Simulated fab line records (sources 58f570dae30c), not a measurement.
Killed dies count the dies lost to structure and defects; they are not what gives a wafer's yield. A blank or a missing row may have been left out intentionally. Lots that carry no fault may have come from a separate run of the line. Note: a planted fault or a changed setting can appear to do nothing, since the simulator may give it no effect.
What tool caused it? + flow berkeleyCmos170 + 14 lots, 42 wafers sampled, at 4 steps of a route of 331

WHAT EACH GAUGE READ, for each wafer
UCB170_M1_THK_MEAS_02: measures by xrf. Usual: for M1_AL_THK the level is 597 nm and the standard deviation is 7.
| lot  | measured     | on           | M1_AL_THK (nm) | flag |
|------|--------------|--------------|----------------|------|
| L826 | day 8 14:11  | filmMetro-01 | 601 621 599    |      |
| L827 | day 9 04:21  | filmMetro-01 | 595 606 591    |      |
| L828 | day 10 03:12 | filmMetro-03 | 598 589 591    |      |
| L833 | day 10 18:32 | filmMetro-03 | 594 602 604    |      |
| L836 | day 11 16:29 | filmMetro-03 | 595 595 592    |      |
| L835 | day 11 16:44 | filmMetro-01 | 595 605 597    |      |
| L834 | day 11 16:58 | filmMetro-02 | 608 605 584    |      |
| L841 | day 12 21:58 | filmMetro-02 | 592 599 601    |      |
| L842 | day 12 22:39 | filmMetro-03 | 601 588 596    |      |
| L843 | day 13 11:30 | filmMetro-01 | 599 590 596    |      |
| L845 | day 13 21:55 | filmMetro-02 | 601 594 599    |      |
| L846 | day 14 11:43 | filmMetro-01 | 598 590 586    |      |
| L849 | day 14 14:10 | filmMetro-01 | 596 598 606    |      |
| L848 | day 14 16:46 | filmMetro-01 | 592 598 594    |      |

UCB170_V2_OVL_MEAS_13. Usual: for V2_OVL the level is -1 nm and the standard deviation is 5.7.
| lot  | measured     | on         | V2_OVL (nm) | flag |
|------|--------------|------------|-------------|------|
| L826 | day 8 23:59  | overlay-02 | -5 -3 3     |      |
| L827 | day 9 14:07  | overlay-02 | -1 -11 1    |      |
| L828 | day 10 16:34 | overlay-02 | 4 4 -1      |      |
| L833 | day 11 07:31 | overlay-02 | 9 7 3       |      |
| L836 | day 12 06:13 | overlay-01 | 7 10 7      |      |
| L835 | day 12 08:47 | overlay-01 | -4 -6 -2    |      |
| L834 | day 12 10:04 | overlay-02 | -3 2 1      |      |
| L841 | day 13 09:10 | overlay-01 | 1 1 -1      |      |
| L842 | day 13 11:22 | overlay-02 | -11 -9 -11  |      |
| L843 | day 13 21:35 | overlay-01 | -2 -13 -11  |      |
| L845 | day 14 14:26 | overlay-01 | 4 -9 1      |      |
| L846 | day 15 03:59 | overlay-02 | 0 9 -2      |      |
| L849 | day 15 05:41 | overlay-01 | -5 -7 4     |      |
| L848 | day 15 07:37 | overlay-02 | 3 9 -1      |      |

WHICH TOOL RAN EACH LOT (tool, then ch and the chambers of the sampled wafers, then the start)
| lot  | UCB170_CONTACT_STRIP_19             | UCB170_V2_COAT_07                |
|------|-------------------------------------|----------------------------------|
| L826 | plasmaAsher-04 ch 0,1, day 8 13:35  | lithoTrack-03 ch 0, day 8 23:08  |
| L827 | plasmaAsher-04 ch 0,1, day 9 03:46  | lithoTrack-04 ch 0, day 9 13:11  |
| L828 | plasmaAsher-03 ch 0,1, day 10 02:37 | lithoTrack-04 ch 0, day 10 15:41 |
| L833 | plasmaAsher-04 ch 0,1, day 10 17:19 | lithoTrack-02 ch 0, day 11 06:44 |
| L836 | plasmaAsher-03 ch 1, day 11 15:55   | lithoTrack-02 ch 0, day 12 05:01 |
| L835 | plasmaAsher-04 ch 1, day 11 16:09   | lithoTrack-04 ch 0, day 12 07:11 |
| L834 | plasmaAsher-03 ch 0,1, day 11 16:23 | lithoTrack-04 ch 0, day 12 08:32 |
| L841 | plasmaAsher-04 ch 0,1, day 12 21:23 | lithoTrack-03 ch 0, day 13 08:14 |
| L842 | plasmaAsher-03 ch 0,1, day 12 21:59 | lithoTrack-03 ch 0, day 13 10:08 |
| L843 | plasmaAsher-04 ch 0,1, day 13 10:55 | lithoTrack-03 ch 0, day 13 20:47 |
| L845 | plasmaAsher-01 ch 0,1, day 13 21:20 | lithoTrack-03 ch 0, day 14 12:40 |
| L846 | plasmaAsher-03 ch 0,1, day 14 11:07 | lithoTrack-03 ch 0, day 15 01:58 |
| L849 | plasmaAsher-03 ch 0,1, day 14 13:34 | lithoTrack-03 ch 0, day 15 03:52 |
| L848 | plasmaAsher-03 ch 0,1, day 14 16:11 | lithoTrack-04 ch 0, day 15 06:40 |
- UCB170_CONTACT_STRIP_19: strips in O2.
- UCB170_V2_COAT_07: resist thk 900 nm.

AS READ BY THE TOOLS THEMSELVES (means over the sampled wafers that have a number; for cases with no such wafer, the mark the record gives instead)
UCB170_CONTACT_STRIP_19. Usual: drypumpMotorCurrentA 5.8 A, standard deviation 0.42; oesProductAu 0.726 a.u., standard deviation 0.0047.
| lot  | tool           | drypumpMotorCurrentA (A) | oesProductAu (a.u.) | flag |
|------|----------------|--------------------------|---------------------|------|
| L826 | plasmaAsher-04 | 5.5                      | 0.729               |      |
| L827 | plasmaAsher-04 | 5.4                      | 0.727               |      |
| L828 | plasmaAsher-03 | 5.8                      | 0.725               |      |
| L833 | plasmaAsher-04 | 5.5                      | 0.731               |      |
| L836 | plasmaAsher-03 | 6.4                      | 0.727               |      |
| L835 | plasmaAsher-04 | 5.5                      | 0.727               |      |
| L834 | plasmaAsher-03 | 5.9                      | 0.727               |      |
| L841 | plasmaAsher-04 | 5.5                      | 0.732               |      |
| L842 | plasmaAsher-03 | 6.2                      | 0.724               |      |
| L843 | plasmaAsher-04 | 5.5                      | 0.721               |      |
| L845 | plasmaAsher-01 | 5.7                      | 0.719               |      |
| L846 | plasmaAsher-03 | 5.9                      | 0.722               |      |
| L849 | plasmaAsher-03 | 5.9                      | 0.723               |      |
| L848 | plasmaAsher-03 | 5.9                      | 0.727               |      |

UCB170_V2_COAT_07. Usual: 1500.0 rpm for spinSpeedRpm, sd 1.
| lot  | tool          | spinSpeedRpm (rpm) | flag |
|------|---------------|--------------------|------|
| L826 | lithoTrack-03 | 1499.4             |      |
| L827 | lithoTrack-04 | 1499.1             |      |
| L828 | lithoTrack-04 | 1500.2             |      |
| L833 | lithoTrack-02 | 1500.2             |      |
| L836 | lithoTrack-02 | 1498.7             |      |
| L835 | lithoTrack-04 | 1559.5             | OFF  |
| L834 | lithoTrack-04 | 1560.0             | OFF  |
| L841 | lithoTrack-03 | 1498.5             |      |
| L842 | lithoTrack-03 | 1501.8             |      |
| L843 | lithoTrack-03 | 1499.7             |      |
| L845 | lithoTrack-03 | 1500.4             |      |
| L846 | lithoTrack-03 | 1499.3             |      |
| L849 | lithoTrack-03 | 1499.9             |      |
| L848 | lithoTrack-04 | 1499.3             |      |

THE ANSWER, worked out from the rows above alone
Rule: a lot counts as off when the mean over its wafers that have a number is more than 3 standard deviations away from the usual mean. Also off: a lot with no number at a reading for which 4 or more lots have one. Where the step has rows for the other lots, those lots are counted as sound. First the gauges in route order, then the tools' own readings, where a lot's mean is used as printed above. At the first step where some lot is off, the reading lying furthest off is the one used; lots without a number count as furthest.
Off: L835, L834, at UCB170_V2_COAT_07 (spinSpeedRpm).
A tool fits if, at that step or a process step before it, it ran every lot that is off, and no sound lot after the first of them. Not one of the candidates tried fits.

WHAT THE SIMULATOR HAD PUT IN
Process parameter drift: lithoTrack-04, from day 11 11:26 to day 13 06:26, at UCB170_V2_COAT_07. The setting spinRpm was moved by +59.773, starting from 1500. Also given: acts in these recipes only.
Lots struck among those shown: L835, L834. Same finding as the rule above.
